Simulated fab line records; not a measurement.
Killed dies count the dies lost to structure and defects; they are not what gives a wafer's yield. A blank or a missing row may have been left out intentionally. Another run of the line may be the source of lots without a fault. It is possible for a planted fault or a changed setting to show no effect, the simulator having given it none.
Lot-split experiment -- flow ritCmos -- 23 wafers read across 5 lots, on a route 202 steps long

ABOUT THE SPLIT
At RIT_CONTACT_EXPOSE_05 (exposes mask M11, target cd 1000 nm), the setting doseMj was moved away from the recipe's 250 on 7 of the 23 wafers read, by -5.0% to +5.6%. For the rest of the wafers, this setting stayed at what the recipe calls for.

FROM THE SPLIT TO THE READING: what the file shows between them, 6 steps
- RIT_CONTACT_PEB_06
- RIT_CONTACT_DEVELOP_07: develop time 120 s
- RIT_CONTACT_CD_MEAS_08: target cd 1000 nm
- RIT_CONTACT_HARDBAKE_10: time 60 s
- RIT_CONTACT_ETCH_11: etches SiO2 in CHF3/CF4/Ar, stops on TiSi2, target depth 480 nm, time 320 s
- RIT_CONTACT_STRIP_12: strips in O2, time 180 s

THE READING
Shown in nm: cdNm at RIT_CONTACT_CD_MEAS_90, with target cd 1000 nm. Fault-free wafers of this fab line usually give 998.7 nm, standard deviation 2 nm.

wafer,"tool, chamber at the split",doseMj as run,against the recipe,"cdNm, nm",against lot-mates on the recipe
L076.1,"ilineStepper-02, 0",250,recipe,999.6,-
L076.3,"ilineStepper-02, 0",250,recipe,1000.1,-
L076.4,"ilineStepper-02, 0",250,recipe,999.2,-
L076.5,"ilineStepper-02, 0",250,recipe,998.1,-
L076.6,"ilineStepper-02, 0",250,recipe,999.8,-
L077.1,"ilineStepper-02, 0",250,recipe,996.5,-
L077.3,"ilineStepper-02, 0",237.4,-5.0%,981.2,-16.8
L077.4,"ilineStepper-02, 0",237.4,-5.0%,980.1,-17.9
L077.5,"ilineStepper-02, 0",237.4,-5.0%,984.5,-13.5
L077.6,"ilineStepper-02, 0",250,recipe,999.6,-
L082.1,"ilineStepper-01, 0",250,recipe,995.1,-
L082.3,"ilineStepper-01, 0",250,recipe,995.4,-
L082.4,"ilineStepper-01, 0",264,+5.6%,1013.4,+17.2
L082.5,"ilineStepper-01, 0",264,+5.6%,1013.4,+17.2
L082.6,"ilineStepper-01, 0",250,recipe,998.1,-
L083.1,"ilineStepper-01, 0",256,+2.4%,1012.4,+9.5
L083.2,"ilineStepper-01, 0",250,recipe,1001.7,-
L083.4,"ilineStepper-01, 0",250,recipe,1002.8,-
L083.5,"ilineStepper-01, 0",256,+2.4%,1010.4,+7.5
L083.6,"ilineStepper-01, 0",250,recipe,1004.3,-
L085.1,"ilineStepper-02, 0",250,recipe,995.6,-
L085.2,"ilineStepper-02, 0",250,recipe,1000.0,-
L085.3,"ilineStepper-02, 0",250,recipe,997.8,-

FIT RESULTS
A straight line over all 23 wafers: cdNm changes by +3.18 nm for each +1% of doseMj; r = +0.94; the points scatter about the line by 3 nm.
The same after taking each lot's own level away (the mean of its wafers on the recipe; 23 wafers): +3.17 nm for each +1%; r = +0.99; scatter 1.4 nm.
According to that fit, moving doseMj by its largest amount changes the reading by 18 nm.
The span of the lots' own levels, 996.20 to 1002.93 nm, comes to 3.4 times the standard deviation stated above.
The two slopes agree, so the slope changes little with the lot-to-lot level.
Check: for one of the wafers moved furthest among these (+5.6%), held out of the fit, the line's prediction against its lot-mates is +17.9 nm. It came out at +17.2 nm against them.

THESE WAFERS: OTHER SPLITS
Note: prior to the reading, these wafers also went through further splits. Each is held against what the fit with the lots' levels taken away leaves over:
other split on the same wafers,wafers away from the commonest value,r with cdNm (lot level and that fit taken away)
RIT_NLDD_COAT_01 resistThkNm,5,+0.07
RIT_NLDD_IMPLANT_08 doseCm2,6,+0.23
RIT_NSD_SOFTBAKE_02 tempC,10,+0.06
RIT_NSD_IMPLANT_08 energyKev,6,+0.01
RIT_PSD_IMPLANT_08 tiltDeg,9,-0.45
RIT_SILICIDE_SPUTTER_01 powerW,10,+0.07
RIT_CONTACT_COAT_03 spinRpm,10,+0.53

THE WHOLE CHAIN: every reading that the file lists as answering this split, in the file's order
step,what it does,reading,change (the file's fit),r (the file's)
RIT_CONTACT_CD_MEAS_08,target cd 1000 nm,cdNm,+3.14 nm for each +1% of the setting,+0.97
RIT_CONTACT_ETCH_11,"etches SiO2 in CHF3/CF4/Ar, stops on TiSi2, target depth 480 nm, time 320 s","CONTACT.cdNm (the simulator's own value, which no gauge read)",+3.13 nm for each +1% of the setting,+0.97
RIT_CONTACT_CD_MEAS_90,target cd 1000 nm,cdNm,+3.16 nm for each +1% of the setting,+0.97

THE FILE'S OWN FIT
cdNm changes by +3.16 nm for each +1% of doseMj, r = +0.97.
